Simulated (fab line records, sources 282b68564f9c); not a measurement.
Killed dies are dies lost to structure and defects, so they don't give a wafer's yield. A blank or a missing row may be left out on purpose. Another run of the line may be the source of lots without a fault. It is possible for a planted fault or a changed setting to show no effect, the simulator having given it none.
fab line records -- flow ritCmos
record lots=14, wafers=42, lastDay=8
route steps=202 shown SPACER@130 M1@202
lots with no fault: from the same line, run without faults
startH: hours from the record's opening day to when the first of the lot's shown wafers began -- waitH: time in hours since the lot's previous step -- " repeats the value in the row above -- L1.1+2: a single row standing in for several wafers -- - no value present, or no start provided -- * or withheld: withheld -- < > ~ a bound
route shown NAME@n: NAME is a module with steps in the file, n the number in the route of the first one -- usual: the fault-free wafers' mean and standard deviation -- same: alike in all rows -- chamber/n: place in a boat -- sites: the reading at each site -- _std_site: standard deviation of those values -- _edge_site: mean of outer sites minus mean of inner sites -- radiusMm: how far each site lies from the wafer's centre -- mask NAME#n: copy n -- behind: the last tool/chamber to shape the wafer -- hold: why the lot was held/for how many hours/how that ended -- device: which transistor (n, p or np) failed to switch -- end of line: tests run on the same wafers once the route is complete -- a step without rows: its recipe alone -- killed: not the wafer's yield, but the dies lost to structure and defects at the first sort -- map: shows each die of a wafer: x if killed, . if not, _ if none is there
set.NAME: the run value of the setting; set.NAME@STEP: its run value at that earlier step -- model.NAME: the simulator's own value behind a step, which no gauge read
steps of the route over a sample of lots; a table a step, a row a wafer
services: a tool's chamber out of use, with start hour (startH, from the record's first day; less than 0 if before it), hours out, and reason
## steps
# step RIT_SPACER_ETCHBACK_05
# recipe targetDepthA=2500, SF6_flow_sccm=30, CHF3_flow_sccm=30, target=Si3N4, chemistry=SF6/CHF3, pressureMtorr=40, rfW=250, timeS=240, stopOn=SiO2
# usual drypumpMotorCurrentA=5.6/0.41, oesProductAu=0.849/0.014, rfFwdPowerW=249.2/0.81, runLengthS=268.2/0.51, throttleValvePct=10.19/0.15
lot.wafer,tool,chamber,startH,waitH,drypumpMotorCurrentA,oesProductAu,rfFwdPowerW,rfHoursCounterH,runLengthS,throttleValvePct
L722.1,rieDiel-04,1,54.49,0.1,5.3,0.846,248.7,7,268.8,9.91
L722.3,rieDiel-04,2,54.49,0.1,5.6,0.861,249.6,105,268.4,10.33
L722.6,rieDiel-04,0,54.49,0.1,5.6,0.830,250.1,-,267.9,10.20
L723.2,rieDiel-03,2,60.51,0.0,5.7,0.858,248.6,3,268.7,10.28
L723.3,rieDiel-03,0,60.51,0.0,6.3,0.843,249.0,143,268.1,10.15
L723.6,rieDiel-03,2,60.51,0.0,5.7,0.845,248.6,-,268.1,10.29
L724.1,rieDiel-04,0,66.45,0.1,5.6,0.830,249.4,45,267.7,10.19
L724.2,rieDiel-04,3,66.45,0.1,6.0,0.842,249.7,113,268.1,10.02
L724.4,rieDiel-04,2,66.45,0.1,5.6,0.865,248.0,105,268.5,10.33
L725.4,rieDiel-04,2,71.68,0.0,5.6,0.856,249.2,105,268.0,10.31
L725.5,rieDiel-04,1,71.68,0.0,5.3,0.851,249.8,-,268.8,9.91
L725.6,rieDiel-04,2,71.68,0.0,5.6,0.859,249.2,-,268.3,10.32
L726.2,rieDiel-04,2,81.59,0.0,5.6,0.859,249.6,105,268.1,10.33
L726.4,rieDiel-04,3,81.59,0.0,6.0,0.836,248.9,113,268.0,10.01
L726.5,rieDiel-04,1,81.59,0.0,5.3,0.849,249.2,-,269.2,9.92
L727.3,rieDiel-01,3,86.84,0.0,6.1,0.874,250.1,74,267.2,10.34
L727.4,rieDiel-01,0,86.84,0.0,5.8,0.873,250.2,7,268.2,10.29
L727.6,rieDiel-01,2,86.84,0.0,4.7,0.880,248.4,-,268.2,10.18
L728.2,rieDiel-04,2,89.45,0.0,5.6,0.844,250.1,105,268.2,10.32
L728.5,rieDiel-04,3,89.45,0.0,6.0,0.838,248.6,-,267.8,10.01
L728.6,rieDiel-04,0,89.45,0.0,5.6,0.833,248.4,-,267.4,10.19
L729.1,rieDiel-04,2,93.34,0.1,5.5,0.688,249.1,105,364.1,10.26
L729.2,rieDiel-04,0,93.34,0.1,5.6,0.659,249.7,46,363.6,10.14
L729.3,rieDiel-04,3,93.34,0.1,6.0,0.668,249.9,113,364.3,9.94
L731.3,rieDiel-04,3,100.54,0.0,6.0,0.665,249.0,114,363.8,9.97
L731.5,rieDiel-04,3,100.54,0.0,6.0,0.666,248.3,-,363.8,9.96
L731.6,rieDiel-04,0,100.54,0.0,5.6,0.672,248.6,-,363.8,10.11
L733.2,rieDiel-03,2,111.04,0.0,5.7,0.836,248.8,4,268.7,10.27
L733.5,rieDiel-03,2,111.04,0.0,5.7,0.846,249.5,-,267.9,10.29
L733.6,rieDiel-03,3,111.04,0.0,4.8,0.846,249.5,-,268.1,10.40
L740.2,rieDiel-01,0,145.67,0.0,5.8,0.864,248.9,8,268.4,10.29
L740.3,rieDiel-01,2,145.67,0.0,4.8,0.872,248.1,2,268.2,10.17
L740.4,rieDiel-01,3,145.67,0.0,6.1,0.871,248.5,75,267.2,10.34
L741.1,rieDiel-03,0,147.17,0.1,6.2,0.839,249.9,145,268.6,10.13
L741.3,rieDiel-03,3,147.17,0.1,4.8,0.840,250.2,33,268.3,10.41
L741.6,rieDiel-03,1,147.17,0.1,5.6,0.844,247.5,-,268.3,10.25
L744.1,rieDiel-03,0,162.87,0.1,6.3,0.841,250.9,145,268.2,10.14
L744.3,rieDiel-03,3,162.87,0.1,4.8,0.829,247.9,34,268.4,10.39
L744.4,rieDiel-03,2,162.87,0.1,5.7,0.837,249.5,5,268.5,10.28
L745.2,rieDiel-01,3,168.50,0.0,6.1,0.858,250.6,75,267.3,10.33
L745.3,rieDiel-01,0,168.50,0.0,5.8,0.847,250.1,8,268.0,10.28
L745.6,rieDiel-01,0,168.50,0.0,5.8,0.843,249.7,-,268.7,10.29
# step RIT_M1_PROBE_99
# usual killedAtContacts=0.1/0.37, killedAtFrontEnd=6.9/2.9, killedDies=7.1/2.9, killedOpen=3.3/1.8, killedShort=3.6/2.2
# same grossDies=264, killed_at_M0_to_M3=0, killed_at_M4_up=0, killedAtBackSide=0, killedAtOther=0
lot.wafer,tool,chamber,startH,waitH,killedAtContacts,killedAtFrontEnd,killedDies,killedOpen,killedShort
L724.1,prober-01,-,77.51,0.1,0,6,6,4,2
L724.2,prober-01,-,77.56,0.1,0,8,8,4,4
L724.4,prober-01,-,77.66,0.2,0,4,4,3,1
L725.4,prober-02,-,83.10,0.2,0,16,16,5,11
L725.5,prober-02,-,83.15,0.2,0,11,11,7,4
L725.6,prober-02,-,83.20,0.2,0,11,11,6,5
L744.1,prober-01,-,174.18,0.1,0,8,8,8,0
L744.3,prober-01,-,174.28,0.2,1,6,7,2,5
L744.4,prober-01,-,174.33,0.2,0,9,9,4,5
# killed by level:class
L724.1 GATE:geometricParticle:open=2 REOX:geometricParticle:short=1 SPACER:geometricParticle:short=1 SPACER:geometricParticle:open=1 SILICIDE:geometricParticle:open=1
L724.2 REOX:geometricParticle:short=3 GATE:geometricParticle:open=1 FOX2:geometricParticle:open=1 GATE:geometricParticle:short=1 SPACER:geometricParticle:open=1 SILICIDE:geometricParticle:open=1
L724.4 REOX:geometricParticle:open=2 GATE:geometricParticle:short=1 SILICIDE:geometricParticle:open=1
L725.4 REOX:geometricParticle:short=5 GATE:geometricParticle:short=2 GATE:geometricParticle:open=2 REOX:geometricParticle:open=2 SPACER:geometricParticle:short=2 FOX1:geometricParticle:open=1 FOX1:geometricParticle:short=1 FOX2:geometricParticle:short=1
L725.5 FOX1:geometricParticle:short=3 GATE:geometricParticle:open=3 REOX:geometricParticle:open=3 SILICIDE:geometricParticle:open=1 REOX:geometricParticle:short=1
L725.6 FOX1:geometricParticle:open=3 GATE:geometricParticle:short=2 REOX:geometricParticle:open=2 REOX:geometricParticle:short=2 FOX1:geometricParticle:short=1 GATE:geometricParticle:open=1
L744.1 REOX:geometricParticle:open=4 GATE:geometricParticle:open=3 FOX1:geometricParticle:open=1
L744.3 GATE:geometricParticle:short=2 SILICIDE:geometricParticle:short=2 REOX:geometricParticle:short=1 SPACER:geometricParticle:open=1 CONTACT:geometricParticle:open=1
L744.4 FOX1:geometricParticle:short=2 GATE:geometricParticle:short=2 GATE:geometricParticle:open=2 FOX2:geometricParticle:short=1 SPACER:geometricParticle:open=1 SILICIDE:geometricParticle:open=1
## services
tool,chamber,startH,hours,kind
rieDiel-04,0,31.66,4.8,repair
rieDiel-01,0,42.09,7.2,repair
rieDiel-01,2,64.01,-,clean
rieDiel-01,2,64.01,20.8,scheduledDown
rieDiel-01,2,64.01,20.8,ventCycle
rieDiel-03,0,101.25,13.4,repair
rieDiel-01,3,115.03,3.0,repair
## key
firstSign step=RIT_SPACER_ETCHBACK_05, reading=runLengthS, direction=up, sigmas=99+, usual=*, struck=*
effect step=RIT_SPACER_ETCHBACK_05, reading=oesProductAu, direction=down, sigmas=13, usual=0.849, struck=0.670
metAt RIT_SPACER_ETCHBACK_05
struckLots L729,L731
testerLeftOut L729,L731
onsetBetween 89.45 93.34
fault kind=processParameterDrift, tool=rieDiel-04, chamber=-, onsetH=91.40, steps=RIT_SPACER_ETCHBACK_05, channel=timeS, offset=*, shape=step, endH=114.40, actsIn=*, stated=*
# testerLeftOut: of these lots the tester's yield and bins aren't shown, on N5 and GAA mostly nor the transistor test; their killed dies are dies lost to structure and defects alone, not to doping, threshold or leakage, so they don't give the yield
